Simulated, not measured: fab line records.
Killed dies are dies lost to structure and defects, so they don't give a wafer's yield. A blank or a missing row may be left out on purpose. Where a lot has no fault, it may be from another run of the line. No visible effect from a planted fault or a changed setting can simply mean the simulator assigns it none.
fab line records	flow rit-cmos
record lots=15	wafers=45	last-day=7
route steps=202 shown NRETRO@61 M1@202
lots that met no fault: from a run of the same line without faults
start-h: the number of hours between the record's first day and the start of the first shown wafer of the lot	wait-h: hours since the lot's step before	" as in the row above	L1.1+2: a row that stands for several wafers	- no value present, or no start provided	* or withheld: withheld	< > ~ a bound
route shown NAME@n: NAME is a module with steps in the file, n the number in the route of the first one	usual: mean/standard deviation of fault-free wafers	same: alike in all rows	chamber/n: place in a boat	sites: readings site by site	_std_site: standard deviation across them	_edge_site: inner sites' mean taken away from outer sites' mean	radius-mm: how far each site lies from the wafer's centre	mask NAME#n: copy n	behind: the tool/chamber that last shaped the wafer	hold: what put the lot on hold/how long, in hours/how the hold closed	device: the n, p or np transistor that did not switch	end of line: the tests these same wafers got at the end of their route	where a step has no rows: the recipe by itself	killed: dies lost to structure and defects at the first sort, not the wafer's yield	map: dies across one wafer; x = killed, . = not, _ = none there
set.NAME: the setting as run; set.NAME@STEP: as run at that earlier step	model.NAME: the simulator's own value behind a step, which no gauge read
one table for each step of the route and one row for each wafer, over a sample of lots
services: when a tool's chamber went out of use (start-h, in hours from the record's first day, below 0 if earlier), for how many hours, and the reason
## steps
# step RIT_NRETRO_IMPLANT_08
# recipe species=P	energy-kev=70	dose-cm2=1.007e+13	tilt-deg=7
# usual beam-energy-keV=70.007/0.021
lot.wafer	tool	chamber	start-h	wait-h	beam-energy-keV
L588.1	implanter-04	0	33.54	0.2	70.009
L588.3	"	0	"	"	70.045
L588.5	"	0	"	"	70.016
L590.2	implanter-02	0	40.95	0.2	69.994
L590.3	"	0	"	"	70.002
L590.5	"	0	"	"	70.019
L591.1	implanter-03	0	45.65	0.2	69.996
L591.4	"	0	"	"	70.012
L591.6	"	0	"	"	69.999
L593.1	implanter-02	0	57.85	0.2	70.010
L593.2	"	0	"	"	70.000
L593.5	"	0	"	"	70.009
L594.1	implanter-03	0	60.66	0.2	70.004
L594.3	"	0	"	"	70.020
L594.5	"	0	"	"	69.985
L596.1	implanter-02	0	70.48	0.2	70.008
L596.4	"	0	"	"	70.038
L596.5	"	0	"	"	70.025
L600.2	implanter-04	0	91.09	0.2	70.038
L600.5	"	0	"	"	70.025
L600.6	"	0	"	"	70.004
L601.1	implanter-04	0	95.32	0.2	71.530
L601.2	"	0	"	"	71.478
L601.6	"	0	"	"	71.469
L602.3	implanter-04	0	99.48	0.2	71.493
L602.4	"	0	"	"	71.522
L602.6	"	0	"	"	71.506
L603.1	implanter-04	0	105.94	0.2	71.523
L603.2	"	0	"	"	71.529
L603.6	"	0	"	"	71.518
L604.2	implanter-02	0	109.25	0.2	70.005
L604.3	"	0	"	"	69.972
L604.5	"	0	"	"	69.989
L605.3	implanter-02	0	114.03	0.2	70.043
L605.4	"	0	"	"	69.991
L605.5	"	0	"	"	70.012
L607.1	implanter-02	0	124.71	0.2	70.005
L607.3	"	0	"	"	70.006
L607.6	"	0	"	"	69.986
L609.1	implanter-02	0	135.02	0.2	70.025
L609.4	"	0	"	"	70.014
L609.5	"	0	"	"	70.007
L610.2	implanter-03	0	139.58	0.2	70.018
L610.3	"	0	"	"	70.036
L610.6	"	0	"	"	70.005
# step RIT_M1_PROBE_99
# usual killed_at_M0_to_M3=0.0/0.12	killed-at-contacts=0.1/0.31	killed-at-front-end=7/3.2	killed-dies=7/3.2	killed-on-rim=1.8/1.3	killed-open=3.6/2.1	killed-short=3.5/2.1
# same gross-dies=264	killed_at_M4_up=0	killed-at-back-side=0	killed-at-other=0
lot.wafer	tool	chamber	start-h	wait-h	killed_at_M0_to_M3	killed-at-contacts	killed-at-front-end	killed-dies	killed-on-rim	killed-open	killed-short
L588.1	prober-01	-	60.95	0.1	0	0	6	6	3	3	3
L588.3	prober-01	-	61.05	0.2	0	0	2	2	1	0	2
L588.5	prober-01	-	61.15	0.2	0	0	5	5	0	3	2
L591.1	prober-02	-	73.67	0.1	0	0	2	2	0	2	0
L591.4	prober-02	-	73.82	0.2	0	1	6	7	3	2	5
L591.6	prober-02	-	73.92	0.2	0	0	5	5	2	1	4
L590.2	prober-01	-	73.72	0.1	0	0	14	14	2	3	9
L590.3	prober-01	-	73.77	0.2	0	0	12	12	3	8	4
L590.5	prober-01	-	73.87	0.2	0	0	11	11	3	6	4
L593.1	prober-01	-	85.74	0.1	0	0	6	6	2	3	3
L593.2	prober-01	-	85.79	0.1	0	0	7	7	3	4	3
L593.5	prober-01	-	85.94	0.2	0	0	5	5	2	3	2
L594.1	prober-02	-	88.82	0.1	0	0	6	6	2	2	4
L594.3	prober-02	-	88.92	0.2	0	0	3	3	1	1	2
L594.5	prober-02	-	89.02	0.2	0	0	3	3	1	2	1
L596.1	prober-02	-	99.54	0.1	0	0	7	7	2	4	3
L596.4	prober-02	-	99.69	0.2	0	0	5	5	1	5	0
L596.5	prober-02	-	99.74	0.2	0	0	20	20	3	11	9
L600.2	prober-02	-	120.14	0.1	0	0	10	10	2	5	5
L600.5	prober-02	-	120.29	0.2	0	0	5	5	1	3	2
L600.6	prober-02	-	120.34	0.2	0	0	6	6	1	3	3
L601.1	prober-01	-	123.67	0.1	0	0	7	7	2	3	4
L601.2	prober-01	-	123.72	0.1	0	0	5	5	1	2	3
L601.6	prober-01	-	123.92	0.2	0	0	9	9	1	2	7
L602.3	prober-02	-	129.80	0.2	0	0	6	6	4	4	2
L602.4	prober-02	-	129.85	0.2	0	0	13	13	4	6	7
L602.6	prober-02	-	129.95	0.2	0	0	5	5	1	4	1
L603.1	prober-01	-	132.82	0.1	0	0	3	3	0	1	2
L603.2	prober-01	-	132.87	0.1	0	0	8	8	4	4	4
L603.6	prober-01	-	133.07	0.2	0	0	7	7	4	5	2
L604.2	prober-02	-	137.96	0.1	0	0	7	7	2	3	4
L604.3	prober-02	-	138.01	0.2	0	0	4	4	1	2	2
L604.5	prober-02	-	138.11	0.2	0	0	3	3	2	2	1
L605.3	prober-01	-	140.92	0.2	0	0	6	6	1	4	2
L605.4	prober-01	-	140.97	0.2	0	0	6	6	2	5	1
L605.5	prober-01	-	141.02	0.2	0	0	7	7	1	3	4
L607.1	prober-01	-	154.89	0.1	0	0	9	9	4	6	3
L607.3	prober-01	-	154.99	0.2	0	0	7	7	2	3	4
L607.6	prober-01	-	155.14	0.2	0	0	9	9	1	5	4
L609.1	prober-01	-	162.12	0.1	0	2	5	7	2	4	3
L609.4	prober-01	-	162.27	0.2	0	0	10	10	2	5	5
L609.5	prober-01	-	162.32	0.2	1	0	8	9	4	8	1
L610.2	prober-02	-	167.92	0.1	0	0	4	4	0	2	2
L610.3	prober-02	-	167.97	0.2	0	1	6	7	1	4	3
L610.6	prober-02	-	168.12	0.2	0	0	4	4	1	2	2
# killed by level:class
L588.1 SILICIDE:geometric-particle:open=2 FOX2:geometric-particle:short=1 GATE:geometric-particle:short=1 SPACER:geometric-particle:open=1 SPACER:geometric-particle:short=1
L588.3 FOX1:geometric-particle:short=2
L588.5 SPACER:geometric-particle:short=2 GATE:geometric-particle:open=1 REOX:geometric-particle:open=1 SILICIDE:geometric-particle:open=1
L591.1 GATE:geometric-particle:open=1 SPACER:geometric-particle:open=1
L590.2 GATE:geometric-particle:short=3 FOX1:geometric-particle:short=2 FOX2:geometric-particle:open=2 FOX2:geometric-particle:short=2 REOX:geometric-particle:short=2 PLDD:coat-microbubble-printed=2 GATE:geometric-particle:open=1
L590.3 GATE:geometric-particle:open=6 GATE:geometric-particle:short=2 FOX1:geometric-particle:open=1 FOX2:geometric-particle:open=1 SPACER:geometric-particle:short=1 SILICIDE:geometric-particle:short=1
L591.4 FOX1:geometric-particle:open=1 FOX1:geometric-particle:short=1 GATE:geometric-particle:short=1 REOX:geometric-particle:open=1 SPACER:geometric-particle:short=1 SILICIDE:geometric-particle:short=1 CONTACT:geometric-particle:short=1
L590.5 GATE:geometric-particle:open=4 REOX:geometric-particle:short=2 SILICIDE:geometric-particle:open=2 FOX1:geometric-particle:short=1 FOX2:geometric-particle:short=1 PLDD:coat-microbubble-printed=1
L591.6 GATE:geometric-particle:short=2 FOX1:geometric-particle:open=1 SILICIDE:geometric-particle:short=1 SPACER:geometric-particle:short=1
L593.1 GATE:geometric-particle:open=2 REOX:geometric-particle:short=1 SPACER:geometric-particle:short=1 SILICIDE:geometric-particle:open=1 SILICIDE:geometric-particle:short=1
L593.2 GATE:geometric-particle:open=2 SPACER:geometric-particle:open=2 GATE:geometric-particle:short=1 REOX:geometric-particle:short=1 SPACER:geometric-particle:short=1
L593.5 FOX1:geometric-particle:open=1 FOX2:geometric-particle:open=1 GATE:geometric-particle:open=1 GATE:geometric-particle:short=1 SPACER:geometric-particle:short=1
L594.1 GATE:geometric-particle:short=2 SILICIDE:geometric-particle:short=2 SPACER:geometric-particle:open=1 SILICIDE:geometric-particle:open=1
L594.3 FOX1:geometric-particle:short=1 GATE:geometric-particle:short=1 SPACER:geometric-particle:open=1
L594.5 FOX1:geometric-particle:short=1 GATE:geometric-particle:open=1 REOX:geometric-particle:open=1
L596.1 GATE:geometric-particle:open=3 SPACER:geometric-particle:short=2 FOX2:geometric-particle:short=1 REOX:geometric-particle:open=1
L596.4 SPACER:geometric-particle:open=4 REOX:geometric-particle:open=1
L596.5 FOX2:geometric-particle:open=4 GATE:geometric-particle:short=4 GATE:geometric-particle:open=3 SPACER:geometric-particle:short=3 SPACER:geometric-particle:open=2 SILICIDE:geometric-particle:open=2 FOX2:geometric-particle:short=1 REOX:geometric-particle:short=1
L600.2 GATE:geometric-particle:short=2 ACTIVE:geometric-particle:short=1 FOX1:geometric-particle:open=1 FOX2:geometric-particle:open=1 GATE:geometric-particle:open=1 REOX:geometric-particle:open=1 SPACER:geometric-particle:open=1 SPACER:geometric-particle:short=1
L600.5 FOX1:geometric-particle:short=1 FOX1:geometric-particle:open=1 REOX:geometric-particle:open=1 SPACER:geometric-particle:open=1 SILICIDE:geometric-particle:short=1
L600.6 SILICIDE:geometric-particle:short=2 GATE:geometric-particle:short=1 GATE:geometric-particle:open=1 REOX:geometric-particle:open=1 SILICIDE:geometric-particle:open=1
L601.1 GATE:geometric-particle:short=2 GATE:geometric-particle:open=2 SPACER:geometric-particle:short=2 SPACER:geometric-particle:open=1
L601.2 FOX1:geometric-particle:open=2 GATE:geometric-particle:short=2 SPACER:geometric-particle:short=1
L601.6 SPACER:geometric-particle:short=3 FOX1:geometric-particle:short=2 FOX1:geometric-particle:open=1 FOX2:geometric-particle:open=1 GATE:geometric-particle:short=1 REOX:geometric-particle:short=1
L602.3 GATE:geometric-particle:open=3 FOX1:geometric-particle:open=1 REOX:geometric-particle:short=1 SILICIDE:geometric-particle:short=1
L602.4 SILICIDE:geometric-particle:open=5 GATE:geometric-particle:short=4 SPACER:geometric-particle:short=2 GATE:geometric-particle:open=1 SILICIDE:geometric-particle:short=1
L602.6 SILICIDE:geometric-particle:open=3 FOX2:geometric-particle:short=1 REOX:geometric-particle:open=1
L603.1 GATE:geometric-particle:short=2 FOX1:geometric-particle:open=1
L603.2 GATE:geometric-particle:open=3 FOX1:geometric-particle:open=1 FOX1:geometric-particle:short=1 FOX2:geometric-particle:short=1 GATE:geometric-particle:short=1 SPACER:geometric-particle:short=1
L603.6 GATE:geometric-particle:open=4 GATE:geometric-particle:short=1 SILICIDE:geometric-particle:open=1 SILICIDE:geometric-particle:short=1
L604.2 GATE:geometric-particle:short=3 GATE:geometric-particle:open=2 REOX:geometric-particle:short=1 REOX:geometric-particle:open=1
L604.3 GATE:geometric-particle:short=2 GATE:geometric-particle:open=1 SPACER:geometric-particle:open=1
L604.5 FOX1:geometric-particle:open=1 GATE:geometric-particle:short=1 SPACER:geometric-particle:open=1
L605.3 GATE:geometric-particle:open=2 FOX1:geometric-particle:open=1 GATE:geometric-particle:short=1 SILICIDE:geometric-particle:short=1 SILICIDE:geometric-particle:open=1
L605.4 GATE:geometric-particle:open=4 FOX1:geometric-particle:short=1 FOX1:geometric-particle:open=1
L605.5 FOX1:geometric-particle:open=2 FOX1:geometric-particle:short=2 FOX2:geometric-particle:short=1 GATE:geometric-particle:short=1 SPACER:geometric-particle:open=1
L607.1 FOX1:geometric-particle:short=2 GATE:geometric-particle:open=2 FOX1:geometric-particle:open=1 FOX2:geometric-particle:open=1 REOX:geometric-particle:open=1 SPACER:geometric-particle:short=1 SILICIDE:geometric-particle:open=1
L607.3 FOX2:geometric-particle:open=2 GATE:geometric-particle:short=2 FOX1:geometric-particle:short=1 SILICIDE:geometric-particle:open=1 SILICIDE:geometric-particle:short=1
L607.6 SPACER:geometric-particle:open=2 FOX2:geometric-particle:short=1 FOX1:geometric-particle:short=1 GATE:geometric-particle:short=1 GATE:geometric-particle:open=1 REOX:geometric-particle:open=1 SPACER:geometric-particle:short=1 SILICIDE:geometric-particle:open=1
L609.1 SILICIDE:geometric-particle:short=2 CONTACT:geometric-particle:open=2 GATE:geometric-particle:short=1 GATE:geometric-particle:open=1 SILICIDE:geometric-particle:open=1
L609.4 GATE:geometric-particle:open=3 FOX2:geometric-particle:short=2 GATE:geometric-particle:short=2 SILICIDE:geometric-particle:open=2 SPACER:geometric-particle:short=1
L609.5 GATE:geometric-particle:open=3 SPACER:geometric-particle:open=3 FOX1:geometric-particle:open=1 REOX:geometric-particle:open=1 M1:geometric-particle:short=1
L610.2 FOX1:geometric-particle:short=2 FOX2:geometric-particle:open=2
L610.3 GATE:geometric-particle:open=2 GATE:geometric-particle:short=2 REOX:geometric-particle:open=1 SPACER:geometric-particle:short=1 CONTACT:geometric-particle:open=1
L610.6 REOX:geometric-particle:short=2 REOX:geometric-particle:open=2
## services
tool	chamber	start-h	hours	kind
implanter-04	-	26.49	6.9	pm
implanter-04	-	37.59	0.6	repair
implanter-03	-	115.19	9.1	pm
implanter-04	-	118.21	3.3	pm
implanter-04	-	123.72	1.7	repair
implanter-03	-	131.97	2.2	repair
implanter-03	-	134.20	3.1	pm
## key
first-sign step=RIT_NRETRO_IMPLANT_08	reading=beam-energy-keV	direction=up	sigmas=73	usual=70.007	struck=71.508
effect none on later readings
met-at RIT_NRETRO_IMPLANT_08
struck-lots L601,L602,L603
tester-left-out L601,L602,L603
onset-between 91.09 95.32
fault kind=process-parameter-drift	tool=implanter-04	chamber=-	onset-h=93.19	steps=RIT_NRETRO_IMPLANT_08	channel=energy-kev	offset=1.5096	shape=step	end-h=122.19	acts-in=these-recipes-only	stated=70
# tester-left-out: of these lots the tester's yield and bins aren't shown, on N5 and GAA mostly nor the transistor test; their killed dies are dies lost to structure and defects alone, not to doping, threshold or leakage, so they don't give the yield
